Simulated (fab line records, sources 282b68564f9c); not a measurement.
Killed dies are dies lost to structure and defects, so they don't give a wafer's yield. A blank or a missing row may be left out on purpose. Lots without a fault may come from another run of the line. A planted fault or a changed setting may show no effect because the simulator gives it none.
Split-lot experiment | flow rit_cmos | 5 lots, 23 wafers read, on a route of 202 steps

THE SPLIT
At RIT_GATE_EXPOSE_13 (exposes mask M6, target cd 150 nm), the setting dose_mj was moved away from the recipe's 380 on 9 of the 23 wafers read, by -5.4% to +4.6%. The other wafers ran this setting at the recipe's value.

FROM THE SPLIT TO THE READING: what the file shows between them, 5 steps
- RIT_GATE_PEB_14
- RIT_GATE_DEVELOP_15: develop time 50 s
- RIT_GATE_CD_MEAS_16: target cd 150 nm
- RIT_GATE_ETCH_19: etches poly-Si in SF6/CHF3/O2, stops on SiO2, time 165 s, target depth 312.5 nm (also split here: time_s)
- RIT_GATE_STRIP_20: strips in O2, time 180 s

THE READING
cd_nm, in nm, at RIT_GATE_CD_MEAS_90 (target cd 150 nm). Fault-free wafers of this fab line usually give 149.3 nm, standard deviation 1.7 nm.

wafer  | tool, chamber at the split | dose_mj as run | against the recipe | cd_nm, nm | against lot-mates on the recipe
L074.1 | iline_stepper-02, 0        | 364            | -4.2%              | 170.3     | +22.9
L074.2 | iline_stepper-02, 0        | 364            | -4.2%              | 169.9     | +22.5
L074.4 | iline_stepper-02, 0        | 380            | recipe             | 146.1     | -
L074.5 | iline_stepper-02, 0        | 380            | recipe             | 147.5     | -
L074.6 | iline_stepper-02, 0        | 380            | recipe             | 148.7     | -
L076.1 | iline_stepper-02, 0        | 380            | recipe             | 149.6     | -
L076.3 | iline_stepper-02, 0        | 380            | recipe             | 149.6     | -
L076.4 | iline_stepper-02, 0        | 361.6          | -4.8%              | 171.0     | +21.8
L076.5 | iline_stepper-02, 0        | 361.6          | -4.8%              | 174.2     | +25.0
L076.6 | iline_stepper-02, 0        | 380            | recipe             | 148.4     | -
L077.1 | iline_stepper-02, 0        | 380            | recipe             | 147.5     | -
L077.2 | iline_stepper-02, 0        | 397.5          | +4.6%              | 125.5     | -23.6
L077.3 | iline_stepper-02, 0        | 397.5          | +4.6%              | 122.4     | -26.7
L077.5 | iline_stepper-02, 0        | 380            | recipe             | 150.6     | -
L077.6 | iline_stepper-02, 0        | 397.5          | +4.6%              | 126.2     | -22.9
L079.1 | iline_stepper-02, 0        | 380            | recipe             | 149.9     | -
L079.2 | iline_stepper-02, 0        | 380            | recipe             | 148.9     | -
L079.4 | iline_stepper-02, 0        | 380            | recipe             | 149.6     | -
L084.1 | iline_stepper-01, 0        | 359.4          | -5.4%              | 179.0     | +27.5
L084.2 | iline_stepper-01, 0        | 380            | recipe             | 152.8     | -
L084.3 | iline_stepper-01, 0        | 380            | recipe             | 149.3     | -
L084.4 | iline_stepper-01, 0        | 380            | recipe             | 152.5     | -
L084.5 | iline_stepper-01, 0        | 359.4          | -5.4%              | 180.4     | +28.9

THE FIT
A straight line over all 23 wafers: cd_nm changes by -5.24 nm for each +1% of dose_mj; r = -0.99; the points scatter about the line by 1.9 nm.
The same after taking each lot's own level away (the mean of its wafers on the recipe; 23 wafers): -5.18 nm for each +1%; r = -1.00; scatter 1.4 nm.
On that fit, the largest move of dose_mj shifts the reading by 28 nm.
The lots' own levels span 147.43 to 151.53 nm, that is 2.4 times the standard deviation above.
So the lot-to-lot level changes the slope little: the two slopes agree.
Check: with one of the wafers moved furthest among these (-5.4%) left out of the fit, the line predicts +28.1 nm for it against its lot-mates. It came out at +27.5 nm against them.

OTHER SPLITS ON THESE WAFERS
These wafers also went through other splits before the reading. Each is held against what the fit with the lots' levels taken away leaves over:
other split on the same wafers   | wafers away from the commonest value | r with cd_nm (lot level and that fit taken away)
RIT_ACTIVE_CVD_03 pressure_mtorr | 18                                   | -0.09
RIT_ACTIVE_COAT_06 resist_thk_nm | 7                                    | -0.35
RIT_PWELL_COAT_01 spin_rpm       | 7                                    | +0.08
RIT_PWELL_HARDBAKE_07 temp_c     | 6                                    | -0.04
RIT_PRETRO_COAT_01 spin_rpm      | 10                                   | +0.20
RIT_GATE_OXIDATION_05 ox_time_s  | 15                                   | -0.20
RIT_GATE_ETCH_19 time_s          | 6                                    | +0.44

THE WHOLE CHAIN: every reading that the file lists as answering this split, in the file's order
step                | what it does                                                                    | reading                                                                      | change (the file's fit)              | r (the file's)
RIT_GATE_CD_MEAS_16 | target cd 150 nm                                                                | cd_nm                                                                        | -5.14 nm for each +1% of the setting | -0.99
RIT_GATE_ETCH_19    | etches poly-Si in SF6/CHF3/O2, stops on SiO2, time 165 s, target depth 312.5 nm | GATE.cd_nm (the simulator's own value, which no gauge read)                  | -5.15 nm for each +1% of the setting | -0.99
RIT_GATE_CD_MEAS_90 | target cd 150 nm                                                                | cd_nm                                                                        | -5.16 nm for each +1% of the setting | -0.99
RIT_M1_PROBE_99     |                                                                                 | etest.nmos_0p15.drive_ua_um (the simulator's own value, which no gauge read) | +19.1 for each +1% of the setting    | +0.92
RIT_M1_PROBE_99     |                                                                                 | etest.pmos_0p15.drive_ua_um (the simulator's own value, which no gauge read) | +12.5 for each +1% of the setting    | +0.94

THE FILE'S OWN FIT
cd_nm changes by -5.16 nm for each +1% of dose_mj, r = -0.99.
